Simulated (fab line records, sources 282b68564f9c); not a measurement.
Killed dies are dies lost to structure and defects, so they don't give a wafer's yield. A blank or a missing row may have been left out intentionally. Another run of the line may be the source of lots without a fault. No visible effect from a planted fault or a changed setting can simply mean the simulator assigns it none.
fab line records -- flow rit_cmos
record: lots: 14, wafers: 42, last_day: 7
route steps=202 shown NWELL@33 M1@202
lots that met no fault: from a run of the same line without faults
start_h: start of the lot's first displayed wafer, in hours after the record's first day -- wait_h: how many hours have passed since the lot's step before this one -- " same as the row above -- L1.1+2: a single row standing in for several wafers -- - no value present, or no start provided -- * or withheld: withheld -- < > ~ a bound
route shown NAME@n: a module of which the file shows steps, and the number in the route of the first -- usual: average and standard deviation across the fault-free wafers -- same: alike in all rows -- chamber/n: place in a boat -- sites: per-site readings -- _std_site: standard deviation across them -- _edge_site: inner sites' mean taken away from outer sites' mean -- radius_mm: for every site, how far away it sits from the centre of the wafer -- mask NAME#n: copy n -- behind: the tool/chamber that last shaped the wafer -- hold: reason for holding the lot/hours on hold/outcome of the hold -- device: whichever transistor did not switch (one of n, p or np) -- end of line: at the end of the route, the tests of the same wafers -- a step with no rows: only its recipe -- killed: count of dies lost to structure and defects at first sort (not the wafer's yield) -- map: a wafer's dies, marking killed ones x, the rest . and places with no die _
set.NAME: the run value of the setting; set.NAME@STEP: its run value at that earlier step -- model.NAME: the simulator's own value behind a step, which no gauge read
a sample of lots followed through the steps of the route, with each step as a table and each wafer as a row
== steps ==
step: RIT_NWELL_DEVELOP_05
recipe: resist: NOVOLAK, develop_time_s: 68, dev_temp_c: 23
lot.wafer,tool,chamber,start_h,wait_h
L552.1+3+4,litho_track-01,0,25,-
L553.2+3+5,litho_track-02,0,31,-
L555.3+4+5,litho_track-03,0,41,-
L556.1+3+5,litho_track-02,0,45,-
L559.1+2+5,litho_track-01,0,60,-
L560.3+5+6,litho_track-01,0,67,-
L562.2+3+4,litho_track-02,0,75,-
L564.2+3+5,litho_track-01,0,86,-
L565.1+3+4,litho_track-02,0,90,-
L566.1+4+6,litho_track-02,0,95,-
L567.2+3+4,litho_track-03,0,100,-
L570.1+2+5,litho_track-03,0,114,-
L573.2+3+6,litho_track-01,0,134,-
L574.2+3+4,litho_track-03,0,137,-
step: RIT_NWELL_TW_MEAS_10
usual: NWELL_TW: 2151/15
lot.wafer,tool,chamber,start_h,wait_h,hold,NWELL_TW
L552.1,film_metro-04,-,25.99,0.1,-,2121
L552.3,film_metro-04,-,25.99,0.1,-,2138
L552.4,film_metro-04,-,25.99,0.1,-,2122
L553.2,film_metro-02,-,32.44,0.1,-,2163
L553.3,film_metro-02,-,32.44,0.1,-,2161
L553.5,film_metro-02,-,32.44,0.1,-,2180
L555.3,film_metro-04,-,42.08,0.1,-,2136
L555.4,film_metro-04,-,42.08,0.1,-,2135
L555.5,film_metro-04,-,42.08,0.1,-,2129
L556.1,film_metro-02,-,46.60,0.1,-,2172
L556.3,film_metro-02,-,46.60,0.1,-,2169
L556.5,film_metro-02,-,46.60,0.1,-,2163
L559.1,film_metro-04,-,61.56,0.1,-,2138
L559.2,film_metro-04,-,61.56,0.1,-,2145
L559.5,film_metro-04,-,61.56,0.1,-,2135
L560.3,film_metro-02,-,68.18,0.1,-,2148
L560.5,film_metro-02,-,68.18,0.1,-,2158
L560.6,film_metro-02,-,68.18,0.1,-,2140
L562.2,film_metro-04,-,76.40,0.1,-,2149
L562.3,film_metro-04,-,76.40,0.1,-,2141
L562.4,film_metro-04,-,76.40,0.1,-,2145
L564.2,film_metro-04,-,86.82,0.1,-,2137
L564.3,film_metro-04,-,86.82,0.1,-,2138
L564.5,film_metro-04,-,86.82,0.1,-,2147
L565.1,film_metro-04,-,90.86,0.1,await_dispo/0.2h/release,2075
L565.3,film_metro-04,-,90.86,0.1,await_dispo/0.2h/release,2082
L565.4,film_metro-04,-,90.86,0.1,await_dispo/0.2h/release,2092
L565.1,film_metro-04,-,91.09,0.2,-,2079
L565.3,film_metro-04,-,91.09,0.2,-,2086
L565.4,film_metro-04,-,91.09,0.2,-,2087
L566.1,film_metro-02,-,96.21,0.1,-,2109
L566.4,film_metro-02,-,96.21,0.1,-,2095
L566.6,film_metro-02,-,96.21,0.1,-,2109
L567.2,film_metro-04,-,100.91,0.1,-,2148
L567.3,film_metro-04,-,100.91,0.1,-,2137
L567.4,film_metro-04,-,100.91,0.1,-,2137
L570.1,film_metro-04,-,115.74,0.1,-,2123
L570.2,film_metro-04,-,115.74,0.1,-,2127
L570.5,film_metro-04,-,115.74,0.1,-,2127
L573.2,film_metro-02,-,134.82,0.1,-,2160
L573.3,film_metro-02,-,134.82,0.1,-,2148
L573.6,film_metro-02,-,134.82,0.1,-,2154
L574.2,film_metro-03,-,138.57,0.1,-,2157
L574.3,film_metro-03,-,138.57,0.1,-,2149
L574.4,film_metro-03,-,138.57,0.1,-,2158
step: RIT_M1_PROBE_99
usual: killed_at_contacts: 0.0/0.2, killed_at_front_end: 7/3.1, killed_dies: 7/3.1, killed_open: 3.5/1.9, killed_short: 3.6/2.1
same: gross_dies: 264, killed_at_M0_to_M3: 0, killed_at_M4_up: 0, killed_at_back_side: 0, killed_at_other: 0
lot.wafer,tool,chamber,start_h,wait_h,killed_at_contacts,killed_at_front_end,killed_dies,killed_open,killed_short
L565.1,prober-02,-,133.64,0.1,0,1,1,0,1
L565.3,prober-02,-,133.74,0.2,0,6,6,4,2
L565.4,prober-02,-,133.79,0.2,0,5,5,3,2
L566.1,prober-01,-,133.93,0.1,0,6,6,2,4
L566.4,prober-01,-,134.08,0.2,0,8,8,3,5
L566.6,prober-01,-,134.18,0.2,0,5,5,2,3
L567.2,prober-02,-,137.45,0.1,0,4,4,3,1
L567.3,prober-02,-,137.50,0.2,0,5,5,4,1
L567.4,prober-02,-,137.55,0.2,0,6,6,3,3
L570.1,prober-01,-,153.44,0.1,0,8,8,2,6
L570.2,prober-01,-,153.49,0.1,0,3,3,3,0
L570.5,prober-01,-,153.64,0.2,0,6,6,5,1
killed by level:class
L565.1 SPACER:geometric_particle:short=1
L565.3 SPACER:geometric_particle:short=2 SILICIDE:geometric_particle:open=2 FOX1:geometric_particle:open=1 GATE:geometric_particle:open=1
L565.4 GATE:geometric_particle:open=3 FOX2:geometric_particle:short=1 GATE:geometric_particle:short=1
L566.1 GATE:geometric_particle:short=3 GATE:geometric_particle:open=1 SPACER:geometric_particle:open=1 SILICIDE:geometric_particle:short=1
L566.4 GATE:geometric_particle:open=2 SILICIDE:geometric_particle:short=2 FOX2:geometric_particle:short=1 GATE:geometric_particle:short=1 SPACER:geometric_particle:short=1 SILICIDE:geometric_particle:open=1
L566.6 FOX1:geometric_particle:short=1 GATE:geometric_particle:open=1 GATE:geometric_particle:short=1 SILICIDE:geometric_particle:open=1 SILICIDE:geometric_particle:short=1
L567.2 GATE:geometric_particle:open=1 GATE:geometric_particle:short=1 REOX:geometric_particle:open=1 SPACER:geometric_particle:open=1
L567.3 FOX1:geometric_particle:open=1 FOX2:geometric_particle:open=1 REOX:geometric_particle:open=1 SILICIDE:geometric_particle:short=1 SILICIDE:geometric_particle:open=1
L567.4 FOX1:geometric_particle:open=2 GATE:geometric_particle:open=1 REOX:geometric_particle:short=1 SPACER:geometric_particle:short=1 SILICIDE:geometric_particle:short=1
L570.1 GATE:geometric_particle:short=3 FOX2:geometric_particle:open=1 FOX2:geometric_particle:short=1 REOX:geometric_particle:short=1 SPACER:geometric_particle:open=1 SILICIDE:geometric_particle:short=1
L570.2 REOX:geometric_particle:open=2 GATE:geometric_particle:open=1
L570.5 GATE:geometric_particle:open=2 FOX2:geometric_particle:open=1 REOX:geometric_particle:open=1 SPACER:geometric_particle:short=1 SILICIDE:geometric_particle:open=1
== key ==
first_sign: step: RIT_NWELL_TW_MEAS_10, reading: visit, direction: added
effect: step: RIT_NWELL_TW_MEAS_10, reading: NWELL_TW, direction: down, sigmas: 3.7, usual: 2151, struck: 2094
met_at RIT_NWELL_DEVELOP_05
struck_lots L565,L566
tester_left_out L565,L566
onset_between 75 90
fault: kind: process_parameter_drift, tool: litho_track-02, chamber: -, onset_h: 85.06, steps: RIT_NWELL_DEVELOP_05, channel: develop_time_s, offset: *, shape: step, end_h: 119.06, acts_in: *, stated: *
tester_left_out: of these lots the tester's yield and bins aren't shown, on N5 and GAA mostly nor the transistor test; their killed dies are dies lost to structure and defects alone, not to doping, threshold or leakage, so they don't give the yield
